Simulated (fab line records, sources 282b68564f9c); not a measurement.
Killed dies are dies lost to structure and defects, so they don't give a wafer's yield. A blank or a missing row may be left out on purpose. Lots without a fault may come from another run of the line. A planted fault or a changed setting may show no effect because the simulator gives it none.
fab line records | flow rit_cmos | part 2 of 2: steps 35 to 44 of 44
record lots=5 wafers=15 last_day=7
route steps=202 shown PLDD@122 SPACER@125 NSD@131 PSD@142 SDANNEAL@153 NLDD@160 SILICIDE@161
lots that met no fault: from a run of the same line without faults
start_h: hours from the record's first day to the start of the lot's first wafer shown | wait_h: hours since the lot's step before | " the same as in the row above | L1.1+2: a row that stands for several wafers | - no value, or no start given | * or withheld: withheld | < > ~ a bound
route shown NAME@n: a module of which the file shows steps, and the number in the route of the first | usual: mean/standard deviation of fault-free wafers | same: alike in all rows | chamber/n: place in a boat | sites: the reading at each site | _std_site: their standard deviation | _edge_site: outer sites' mean less inner sites' | radius_mm: how far each site lies from the wafer's centre | mask NAME#n: copy n | behind: the tool/chamber that last shaped the wafer | hold: why the lot was held/for how many hours/how that ended | device: the transistor (n, p or np) that didn't switch | end of line: the same wafers' tests at the end of the route | a step without rows: its recipe alone | killed: dies lost to structure and defects at the first sort, not the wafer's yield | map: a wafer's dies, x killed, . not, _ none there
set.NAME: the setting as run; set.NAME@STEP: as run at that earlier step | model.NAME: the simulator's own value behind a step, which no gauge read
lots at some steps of the route; a table a step, a row a wafer
services: from which hour (start_h, from the record's first day; less than 0 if before it) a tool's chamber was out of use, for how many hours, and why
## steps
# step RIT_SDANNEAL_RTA_03
# recipe temp_c=1050 time_s=5 idle_temp_c=600 ramp_up_c_per_s=342 ramp_down_c_per_s=171 cool_to_c=600 ambient=N2
# usual chamber_o2_ppm=1.994/0.019 wafer_temp_C_max=1053.5/1.2
# columns lot.wafer tool chamber start_h wait_h chamber_o2_ppm wafer_temp_C_max
L076.1 rtp_anneal-01 0 60.79 0.0 2.026 1053.7
L076.3 " 0 " " 1.995 1054.0
L076.5 " 0 " " 2.018 1052.2
L081.1 rtp_anneal-02 0 86.57 0.0 1.952 1054.1
L081.2 " 0 " " 1.975 1051.9
L081.5 " 0 " " 1.988 1054.4
L090.1 rtp_anneal-01 0 130.20 0.0 1.999 1051.9
L090.2 " 0 " " 1.958 1054.4
L090.6 " 0 " " 1.980 1054.4
L092.1 rtp_anneal-01 0 142.01 0.0 1.992 1054.1
L092.3 " 0 " " 1.971 1054.0
L092.5 " 0 " " 1.994 1053.1
L095.1 rtp_anneal-02 0 156.82 0.0 1.993 1052.2
L095.5 " 0 " " 1.974 1054.7
L095.6 " 0 " " 2.024 1054.0
# step RIT_SDANNEAL_RS_MEAS_04
# recipe thk_meas_gauge=four-point-probe
# usual PSD_RS=116.1/0.3
# columns lot.wafer tool chamber start_h wait_h PSD_RS[ohm/sq]
L076.1 film_metro-02 - 60.91 0.1 115.8
L076.3 " - " " 115.8
L076.5 " - " " 115.7
L081.1 film_metro-03 - 86.63 0.0 116.0
L081.2 " - " " 116.2
L081.5 " - " " 116.0
L090.1 film_metro-04 - 130.26 0.0 115.8
L090.2 " - " " 116.1
L090.6 " - " " 116.1
L092.1 film_metro-04 - 142.07 0.0 115.8
L092.3 " - " " 115.7
L092.5 " - " " 115.8
L095.1 film_metro-02 - 156.88 0.0 116.3
L095.5 " - " " 115.9
L095.6 " - " " 116.0
# step RIT_SDANNEAL_RS_MEAS_05
# recipe thk_meas_gauge=four-point-probe
# usual NSD_RS=84.5/0.33
# columns lot.wafer tool chamber start_h wait_h NSD_RS[ohm/sq]
L076.1 film_metro-02 - 61.03 0.1 83.8
L076.3 " - " " 83.7
L076.5 " - " " 83.5
L081.1 film_metro-03 - 86.75 0.1 85.1
L081.2 " - " " 84.9
L081.5 " - " " 85.0
L090.1 film_metro-04 - 130.38 0.1 84.3
L090.2 " - " " 84.4
L090.6 " - " " 84.6
L092.1 film_metro-04 - 142.19 0.1 84.6
L092.3 " - " " 84.3
L092.5 " - " " 84.6
L095.1 film_metro-02 - 157.00 0.1 84.4
L095.5 " - " " 84.4
L095.6 " - " " 84.3
# step RIT_SDANNEAL_RS_MEAS_06
# recipe thk_meas_gauge=four-point-probe
# usual PLDD_RS=178.7/0.54
# columns lot.wafer tool chamber start_h wait_h PLDD_RS[ohm/sq]
L076.1 film_metro-02 - 61.15 0.1 178.6
L076.3 " - " " 178.5
L076.5 " - " " 178.3
L081.1 film_metro-03 - 86.87 0.1 177.6
L081.2 " - " " 177.9
L081.5 " - " " 178.1
L090.1 film_metro-04 - 130.50 0.1 177.7
L090.2 " - " " 178.3
L090.6 " - " " 178.4
L092.1 film_metro-04 - 142.31 0.1 178.2
L092.3 " - " " 178.6
L092.5 " - " " 177.7
L095.1 film_metro-02 - 157.12 0.1 178.7
L095.5 " - " " 178.6
L095.6 " - " " 178.5
# step RIT_SDANNEAL_RS_MEAS_07
# recipe thk_meas_gauge=four-point-probe
# usual NLDD_RS=151.6/0.58
# columns lot.wafer tool chamber start_h wait_h NLDD_RS[ohm/sq]
L076.1 film_metro-02 - 61.27 0.1 151.1
L076.3 " - " " 151.3
L076.5 " - " " 151.1
L081.1 film_metro-03 - 86.99 0.1 152.3
L081.2 " - " " 151.9
L081.5 " - " " 151.6
L090.1 film_metro-04 - 130.62 0.1 150.5
L090.2 " - " " 150.7
L090.6 " - " " 150.6
L092.1 film_metro-04 - 142.43 0.1 150.8
L092.3 " - " " 150.7
L092.5 " - " " 151.3
L095.1 film_metro-02 - 157.24 0.1 151.7
L095.5 " - " " 151.5
L095.6 " - " " 151.6
# step RIT_SILICIDE_WET_ETCH_00
# recipe chemistry=BOE target=SiO2 target_depth_nm=14 time_s=15 dry=n2_spin dilution=10:1 temp_c=21.5
# columns lot.wafer tool chamber start_h wait_h
L076.1+3+5 wet_bench-03 2 61.39 0.1
L081.1+2+5 wet_bench-04 0 87.11 0.1
L090.1+2+6 wet_bench-03 0 130.74 0.1
L092.1+3+5 wet_bench-01 1 142.55 0.1
L095.1+5+6 wet_bench-04 2 157.36 0.1
# step RIT_SILICIDE_SPUTTER_01
# recipe material=Ti target_thk_nm=30 power_w=350 chamber_pressure_pa=0.667 gas=Ar time_s=240 substrate_temp_c=25
# usual throttle_valve_pct=29.9/0.91
# columns lot.wafer tool chamber start_h wait_h throttle_valve_pct
L076.1 pvd_sputter-01 - 61.40 0.0 31.6
L076.3 " - " " 30.6
L076.5 " - " " 30.7
L081.1 pvd_sputter-03 - 87.12 0.0 29.7
L081.2 " - " " 28.9
L081.5 " - " " 29.7
L090.1 pvd_sputter-04 - 130.75 0.0 31.9
L090.2 " - " " 28.8
L090.6 " - " " 30.3
L092.1 pvd_sputter-04 - 142.56 0.0 29.2
L092.3 " - " " 30.5
L092.5 " - " " 28.8
L095.1 pvd_sputter-03 - 157.37 0.0 30.2
L095.5 " - " " 30.0
L095.6 " - " " 30.6
# step RIT_SILICIDE_RS_MEAS_02
# recipe thk_meas_gauge=four-point-probe reads=Ti_of_SILICIDE_SPUTTER_01
# usual SILICIDE_TI_RS=47.8/0.75
# columns lot.wafer tool chamber start_h wait_h SILICIDE_TI_RS[ohm/sq]
L076.1 film_metro-03 - 61.55 0.1 47.7
L076.3 " - " " 46.9
L076.5 " - " " 46.9
L081.1 film_metro-04 - 87.27 0.1 47.8
L081.2 " - " " 47.5
L081.5 " - " " 48.0
L090.1 film_metro-03 - 130.90 0.1 50.3
L090.2 " - " " 49.0
L090.6 " - " " 49.4
L092.1 film_metro-01 - 142.71 0.1 47.5
L092.3 " - " " 48.1
L092.5 " - " " 47.2
L095.1 film_metro-01 - 157.52 0.1 48.0
L095.5 " - " " 48.0
L095.6 " - " " 47.3
# step RIT_SILICIDE_THK_MEAS_03
# recipe thk_meas_gauge=xrf reads=Ti_of_SILICIDE_SPUTTER_01
# usual SILICIDE_TI_THK=29.6/0.43
# columns lot.wafer tool chamber start_h wait_h SILICIDE_TI_THK[nm]
L076.1 film_metro-03 - 61.67 0.1 29.7
L076.3 " - " " 30.1
L076.5 " - " " 30.0
L081.1 film_metro-04 - 87.39 0.1 29.5
L081.2 " - " " 29.7
L081.5 " - " " 29.5
L090.1 film_metro-03 - 131.02 0.1 28.4
L090.2 " - " " 29.0
L090.6 " - " " 28.8
L092.1 film_metro-01 - 142.83 0.1 29.7
L092.3 " - " " 29.5
L092.5 " - " " 29.9
L095.1 film_metro-01 - 157.64 0.1 29.4
L095.5 " - " " 29.5
L095.6 " - " " 29.8
# step RIT_SILICIDE_RTA_04
# recipe temp_c=650 time_s=10 idle_temp_c=25 ramp_up_s=5 ramp_down_s=5 cool_to_c=25 ambient=N2
# usual chamber_o2_ppm=2.006/0.022 wafer_temp_C_max=654.9/1.1
# columns lot.wafer tool chamber start_h wait_h chamber_o2_ppm wafer_temp_C_max
L076.1 rtp_anneal-02 0 61.73 0.1 2.009 655.8
L076.3 " 0 " " 2.030 654.5
L076.5 " 0 " " 1.992 654.2
L081.1 rtp_anneal-01 0 87.45 0.1 2.009 654.8
L081.2 " 0 " " 1.982 655.3
L081.5 " 0 " " 2.014 655.9
L090.1 rtp_anneal-02 0 131.08 0.1 1.955 654.4
L090.2 " 0 " " 1.966 654.6
L090.6 " 0 " " 1.975 654.3
L092.1 rtp_anneal-02 0 142.89 0.1 2.023 654.1
L092.3 " 0 " " 2.020 653.0
L092.5 " 0 " " 2.035 654.7
L095.1 rtp_anneal-01 0 157.70 0.1 1.996 656.0
L095.5 " 0 " " 2.035 654.8
L095.6 " 0 " " 1.977 653.6
## services
# columns tool chamber start_h hours kind
plasma_asher-04 - 33.20 1.2 repair
rie_diel-01 - 37.07 14.6 pm
implanter-01 - 42.13 3.2 pm
plasma_asher-02 - 43.47 2.2 repair
pvd_sputter-03 - 64.77 0.5 repair
wet_bench-03 - 67.34 3.2 repair
plasma_asher-03 - 68.20 8.0 repair
plasma_asher-04 - 69.16 10.0 pm
implanter-01 - 72.81 2.4 repair
iline_stepper-01 - 75.87 4.3 pm
plasma_asher-01 - 90.33 1.3 repair
implanter-02 - 91.68 6.2 repair
rie_diel-01 1 91.97 6.0 repair
plasma_asher-04 - 95.39 2.0 repair
rie_diel-01 0 99.73 3.7 repair
rie_diel-01 - 108.20 0.7 repair
implanter-01 - 109.16 29.6 pm
rie_diel-03 - 109.82 2.8 pm
rie_diel-01 1 123.27 3.6 repair
rie_diel-01 2 132.34 2.6 repair
implanter-03 - 136.38 6.0 pm
iline_stepper-02 - 139.38 1.7 pm
rie_diel-03 3 141.57 7.8 repair
iline_stepper-01 - 144.70 1.7 pm
